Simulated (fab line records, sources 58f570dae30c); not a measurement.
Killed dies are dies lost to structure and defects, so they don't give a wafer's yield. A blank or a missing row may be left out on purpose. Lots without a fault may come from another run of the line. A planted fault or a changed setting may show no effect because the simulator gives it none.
Tool commonality check | flow berkeley_cmos170 | 14 lots, 42 wafers sampled

WHY IT WAS OPENED
At UCB170_FIELD_THK_MEAS_02 the reading FIELD_OXIDE_THK is flagged on 2 of 14 lots. Wafers without a fault read 557 nm, standard deviation 8.8.
Rule: a lot is flagged when every wafer of it that has a number lies more than 4 standard deviations from that mean, or none has a number. The other lots count as sound.

lot  | measured    | on            | FIELD_OXIDE_THK (nm), wafer by wafer | flag
L998 | day 5 01:33 | film_metro-04 | 563 563 559                          |
L100 | day 5 21:23 | film_metro-01 | 564 563 559                          |
L101 | day 6 09:16 | film_metro-02 | 558 563 555                          |
L103 | day 6 20:17 | film_metro-04 | 549 548 547                          |
L104 | day 6 20:17 | film_metro-02 | 562 555 551                          |
L106 | day 6 20:17 | film_metro-01 | 553 555 559                          |
L107 | day 7 03:53 | film_metro-04 | 559 561 555                          |
L110 | day 7 16:43 | film_metro-04 | 555 542 543                          |
L109 | day 7 16:44 | film_metro-01 | 539 549 546                          |
L112 | day 8 02:55 | film_metro-02 | 573 574 569                          |
L111 | day 8 02:56 | film_metro-04 | 539 549 551                          |
L113 | day 8 22:14 | film_metro-02 | 555 564 554                          |
L119 | day 9 21:44 | film_metro-02 | 337 333 334                          | FLAGGED
L118 | day 9 21:45 | film_metro-04 | 310 314 314                          | FLAGGED
The numbers of the flagged lots are 324 nm on average: -233 nm against the usual, or -27 standard deviations.

WHICH TOOL RAN EACH LOT
The record holds 1 process step before the reading, out of a route of 331 steps. In each cell: the tool, then ch and the chambers that the sampled wafers went through, then the start.
lot  | flag    | UCB170_FIELD_OXIDATION_01
L998 |         | furnace-02 ch 0, day 4 22:32
L100 |         | furnace-04 ch 0, day 5 18:23
L101 |         | furnace-02 ch 0, day 6 06:16
L103 |         | furnace-02 ch 0, day 6 17:17
L104 |         | furnace-02 ch 0, day 6 17:17
L106 |         | furnace-02 ch 0, day 6 17:17
L107 |         | furnace-04 ch 0, day 7 00:53
L110 |         | furnace-01 ch 0, day 7 13:43
L109 |         | furnace-01 ch 0, day 7 13:43
L112 |         | furnace-01 ch 0, day 7 23:55
L111 |         | furnace-01 ch 0, day 7 23:55
L113 |         | furnace-01 ch 0, day 8 19:13
L119 | FLAGGED | furnace-01 ch 0, day 9 18:44
L118 | FLAGGED | furnace-01 ch 0, day 9 18:44
What these steps do:
- UCB170_FIELD_OXIDATION_01: target thk 558.3 nm, ox time 7200 s.
- UCB170_FIELD_THK_MEAS_02

FLAGGED OVER TOTAL, TOOL BY TOOL (the gauges that took the reading come last)
step                      | tool          | lots run | flagged | share of the flagged lots | sound lots run after its first flagged lot
UCB170_FIELD_OXIDATION_01 | furnace-01    | 7        | 2       | all                       | 0
UCB170_FIELD_OXIDATION_01 | furnace-02    | 5        | 0       | none                      | -
UCB170_FIELD_OXIDATION_01 | furnace-04    | 2        | 0       | none                      | -
UCB170_FIELD_THK_MEAS_02  | film_metro-01 | 3        | 0       | none                      | -
UCB170_FIELD_THK_MEAS_02  | film_metro-02 | 5        | 1       | some                      | 0
UCB170_FIELD_THK_MEAS_02  | film_metro-04 | 6        | 1       | some                      | 0

WHAT THE TABLE ALLOWS
1 row of the table ran every flagged lot: furnace-01 at UCB170_FIELD_OXIDATION_01.
- furnace-01 at UCB170_FIELD_OXIDATION_01: 2 of its 7 lots flagged. Its last sound lot is L113 (day 8 19:13), its first flagged lot L118 (day 9 18:44): a fault that began between those two fits.
One tool is left: furnace-01 at UCB170_FIELD_OXIDATION_01.

WHAT THE SIMULATOR HAD PUT IN
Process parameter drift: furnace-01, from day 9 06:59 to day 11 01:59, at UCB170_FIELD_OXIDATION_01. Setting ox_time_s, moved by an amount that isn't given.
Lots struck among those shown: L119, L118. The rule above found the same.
